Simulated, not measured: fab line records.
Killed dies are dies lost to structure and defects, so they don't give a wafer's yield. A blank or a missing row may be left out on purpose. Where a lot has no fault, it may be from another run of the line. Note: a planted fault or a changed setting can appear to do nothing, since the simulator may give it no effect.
A lot that was struck, set against a sound lot -- flow berkeleyCmos170 -- 15 out of 331 route steps
Sound: these wafers, L511.1, L511.2, L511.3. Struck: wafers L519.3, L519.4, L519.6. At the end, the cause is stated.
Each step with rows lists, per side, the tool, then ch with its chambers, then its first start. Under that, the readings that differ: sound wafers -- struck wafers -- difference of the means -- sigmas: that difference in standard deviations of wafers without a fault.
alike: a reading whose means differ by less than 2 such deviations, as well as words and numbers matching on both sides. not compared: withheld readings; readings where some wafer has no value; bounds like >300 that might hide an equal value; numbers whose values overlap and for which the record gives no deviation.
Wherever a step has rows on one side only, a row that says differs or no value, or a row with sigmas, the two part there. Numbers that have no deviation but don't overlap get no sigmas and don't part them. Lack of a reading on every wafer of one side parts them only where that side has two or more wafers.

first, 1 step without rows for these wafers: UCB170_M3_SOFTBAKE_06 (time 60 s).
UCB170_M3_STRIP_07: strips in O2.
  sound on plasmaAsher-04 ch 0,1, day 10 07:07; struck on plasmaAsher-01 ch 0,1, day 11 20:01
  alike: drypumpMotorCurrentA, o2FlowSccm, oesProductAu, stripTimeToEndpointS
  not compared: rfHoursCounterH
then, 7 steps without rows for these wafers: UCB170_M3_STRIP_08 (strips KrF in DMSO, time 600 s); UCB170_M3_COAT_09; UCB170_M3_COAT_10 (resist thk 900 nm); UCB170_M3_SOFTBAKE_11 (time 60 s); UCB170_M3_EXPOSE_12 (exposes mask METAL3, target cd 700 nm); UCB170_M3_PEB_13; UCB170_M3_DEVELOP_14 (develop time 45 s).
UCB170_M3_CD_MEAS_15: target cd 700 nm.
  sound: cdSem-01 at day 10 09:49; struck: cdSem-01 at day 11 21:42
  alike: cdNm
UCB170_M3_OVL_MEAS_16:
  sound: overlay-01 at day 10 09:56; struck: overlay-02 at day 11 21:47
reading,sound,struck,difference,sigmas
M3_OVL (nm),-4 -11 -8,0 9 7,+13,+2
UCB170_M3_ETCH_17: etches BARC in N2/H2.
  sound on rieDiel-01 ch 0,1,3, day 10 09:58; struck on rieDiel-03 ch 2,3, day 11 21:49
  alike: drypumpMotorCurrentA, oesProductAu, throttleValvePct
UCB170_M3_METAL_ETCH_18: etches Al in Cl2/BCl3, stops on SiO2, target depth 1170 nm, time 195 s.
  sound on rieMetal-01 ch 0,1, day 10 10:01; struck on rieMetal-01 ch 0, day 11 21:59
reading,sound,struck,difference,sigmas
oesProductAu (a.u.),0.869 0.874 0.870,0.825 0.828 0.826,-0.045,-3
model.KrF_of_M3_COAT_10.thkNm (nm),208.5 218.3 220.4,149.4 149.5 153.7,-64.9,
model.SiO2_of_V2_CVD_00.thkNm (nm),938.2 939.8 939.2,931.3 930.6 930.7,-8.2,
  alike: drypumpMotorCurrentA, throttleValvePct
  not compared: rfHoursCounterH
UCB170_M3_STRIP_19: strips in O2.
  sound on plasmaAsher-01 ch 0,1, day 10 10:12; struck on plasmaAsher-01 ch 0,1, day 11 22:16
reading,sound,struck,difference,sigmas
oesProductAu (a.u.),0.535 0.546 0.548,0.477 0.476 0.476,-0.067,-5
  alike: drypumpMotorCurrentA, o2FlowSccm
  not compared: rfHoursCounterH
UCB170_M3_CD_MEAS_90: target cd 700 nm.
  sound: cdSem-01 at day 10 10:18; struck: cdSem-01 at day 11 22:22
  alike: cdNm

## WHERE THEY PART
Earliest at UCB170_M3_OVL_MEAS_16; latest, in this record, at UCB170_M3_STRIP_19. Later steps at which nothing parts them and some readings are alike: UCB170_M3_CD_MEAS_90.

WHY: what had been put in by the simulator
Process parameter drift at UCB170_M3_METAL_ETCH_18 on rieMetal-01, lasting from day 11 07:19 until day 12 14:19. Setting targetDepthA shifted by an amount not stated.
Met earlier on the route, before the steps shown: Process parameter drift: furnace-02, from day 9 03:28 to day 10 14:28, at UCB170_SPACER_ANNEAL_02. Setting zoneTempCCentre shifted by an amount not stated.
